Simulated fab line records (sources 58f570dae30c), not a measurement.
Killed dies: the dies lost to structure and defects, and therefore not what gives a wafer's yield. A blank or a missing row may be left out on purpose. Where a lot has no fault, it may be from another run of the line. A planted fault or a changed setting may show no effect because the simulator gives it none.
Split-lot study ; flow berkeley-cmos170 ; 23 wafers read across 5 lots, on a route 331 steps long

## THE SPLIT ITSELF
At UCB170_PWELL_IMPLANT_15, the setting dose-cm2 was moved away from the recipe's 5e+12 on 9 of the 23 wafers read, by -7.4% to +7.4%. All remaining wafers had this setting at the recipe value.

## FROM THE SPLIT TO THE READING: what the file shows between them, 1 step
- UCB170_PWELL_STRIP_16: strips in O2

## THE READING
PWELL_TW, at UCB170_PWELL_TW_MEAS_17. Fault-free wafers of this fab line usually give 381, standard deviation 3.6.

wafer;tool, chamber at the split;dose-cm2 as run;against the recipe;PWELL_TW;against lot-mates on the recipe
L074.1;implanter-01, 0;5e+12;recipe;378;-
L074.2;implanter-01, 0;5e+12;recipe;379;-
L074.4;implanter-01, 0;5.214e+12;+4.3%;384;+5
L074.5;implanter-01, 0;5.214e+12;+4.3%;385;+6
L074.6;implanter-01, 0;5e+12;recipe;379;-
L077.1;implanter-01, 0;4.841e+12;-3.2%;371;-3
L077.2;implanter-01, 0;5e+12;recipe;373;-
L077.3;implanter-01, 0;5e+12;recipe;375;-
L077.5;implanter-01, 0;4.841e+12;-3.2%;372;-2
L077.6;implanter-01, 0;4.841e+12;-3.2%;372;-2
L079.3;implanter-04, 0;5e+12;recipe;380;-
L079.4;implanter-04, 0;5e+12;recipe;382;-
L079.5;implanter-04, 0;5e+12;recipe;381;-
L081.1;implanter-02, 0;5e+12;recipe;379;-
L081.2;implanter-02, 0;4.631e+12;-7.4%;369;-10
L081.3;implanter-02, 0;4.631e+12;-7.4%;368;-11
L081.4;implanter-02, 0;5e+12;recipe;380;-
L081.6;implanter-02, 0;5e+12;recipe;377;-
L080.1;implanter-01, 0;5e+12;recipe;380;-
L080.3;implanter-01, 0;5e+12;recipe;382;-
L080.4;implanter-01, 0;5.37e+12;+7.4%;391;+9
L080.5;implanter-01, 0;5e+12;recipe;383;-
L080.6;implanter-01, 0;5.37e+12;+7.4%;391;+9

FIT RESULTS
A straight line over all 23 wafers: PWELL_TW changes by +1.57 for each +1% of dose-cm2; r = +0.92; the points scatter about the line by 2.4.
The same after taking each lot's own level away (the mean of its wafers on the recipe; 23 wafers): +1.26 for each +1%; r = +0.97; scatter 1.1.
On that fit, the largest move of dose-cm2 shifts the reading by 9.3.
Across the lots, their own levels run from 374.0 to 381.7, a range of 2.1 times the standard deviation given above.
So the slope is not independent of the lot-to-lot level: the two fits are not the same.
Check: with one of the wafers moved furthest among these (+7.4%) left out of the fit, the line predicts +9.59 for it against its lot-mates. It came out at +9.33 against them.

## FILE'S OWN FIT
PWELL_TW changes by +1.3 for each +1% of dose-cm2, r = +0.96.
